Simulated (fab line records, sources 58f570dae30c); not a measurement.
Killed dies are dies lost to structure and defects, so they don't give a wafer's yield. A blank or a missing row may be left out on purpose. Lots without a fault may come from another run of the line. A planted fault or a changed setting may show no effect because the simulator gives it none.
Chamber matching | flow berkeley_cmos170 | UCB170_GATE_ETCH_15 on rie_si-01: 4 sister chambers
The step etches poly-Si in HBr/Cl2, stops on SiO2, time 56.3 s, target depth 278.2 nm. 16 wafers are shown with their chamber, then 7 later ones without.

WAFERS WITH THEIR CHAMBER
wafer  | chamber | throttle_valve_pct (%) | drypump_motor_current_A (A) | he_backside_leak_sccm (sccm)
L776.2 | 2       | 26.2                   | 5.7                         | 2.7
L776.3 | 1       | 25.8                   | 5.8                         | 2.5
L776.4 | 0       | 27.0                   | 5.0                         | 2.6
L778.5 | 2       | 26.2                   | 5.7                         | 2.7
L778.6 | 3       | 26.7                   | 5.5                         | 2.4
L780.1 | 1       | 25.8                   | 5.8                         | 2.7
L780.3 | 2       | 26.2                   | 5.7                         | 2.7
L780.6 | 1       | 25.9                   | 5.8                         | 2.7
L782.3 | 2       | 26.2                   | 5.7                         | 2.5
L782.5 | 3       | 26.7                   | 5.5                         | 2.4
L782.6 | 0       | 27.0                   | 5.0                         | 2.5
L784.2 | 3       | 26.7                   | 5.5                         | 2.3
L784.5 | 2       | 26.2                   | 5.8                         | 2.5
L784.6 | 1       | 25.8                   | 5.8                         | 2.6
L789.1 | 1       | 25.8                   | 5.8                         | 2.4
L789.4 | 2       | 26.2                   | 5.7                         | 2.6

SIGNATURES (means of the wafers above)
reading                 | chamber 0 | chamber 1 | chamber 2 | chamber 3 | scatter within a chamber
throttle_valve_pct      | 27.000    | 25.820    | 26.200    | 26.700    | 0.0258
drypump_motor_current_A | 5.000     | 5.800     | 5.717     | 5.500     | 0.0264
he_backside_leak_sccm   | 2.550     | 2.580     | 2.617     | 2.367     | 0.103
Rule: a wafer's distance from a chamber is the root of the sum, over the readings, of the square of ((its reading less the chamber's mean) divided by the reading's scatter). The wafer belongs to the nearest chamber; if the next one is less than 2 further off, it can't be placed. The scatter: the root of (the sum of the squares of (reading less its chamber's mean) over the shown wafers, divided by (wafers less chambers)).

WAFERS WITHOUT THEIR CHAMBER
wafer  | throttle_valve_pct (%) | drypump_motor_current_A (A) | he_backside_leak_sccm (sccm)
L789.6 | 26.7                   | 5.5                         | 2.4
L788.4 | 27.0                   | 5.0                         | 2.5
L788.5 | 27.0                   | 5.0                         | 2.7
L788.6 | 26.8                   | 5.5                         | 2.2
L793.1 | 25.8                   | 5.8                         | 2.6
L793.2 | 27.0                   | 5.0                         | 2.5
L793.6 | 26.7                   | 5.5                         | 2.4

WHICH CHAMBER EACH WENT THROUGH
wafer  | from the rows above | in truth
L789.6 | 3                   | 3
L788.4 | 0                   | 0
L788.5 | 0                   | 0
L788.6 | 3                   | 3
L793.1 | 1                   | 1
L793.2 | 0                   | 0
L793.6 | 3                   | 3
Placed correctly: 7 of 7. Can't be placed from these rows: 0. Placed wrongly: 0.
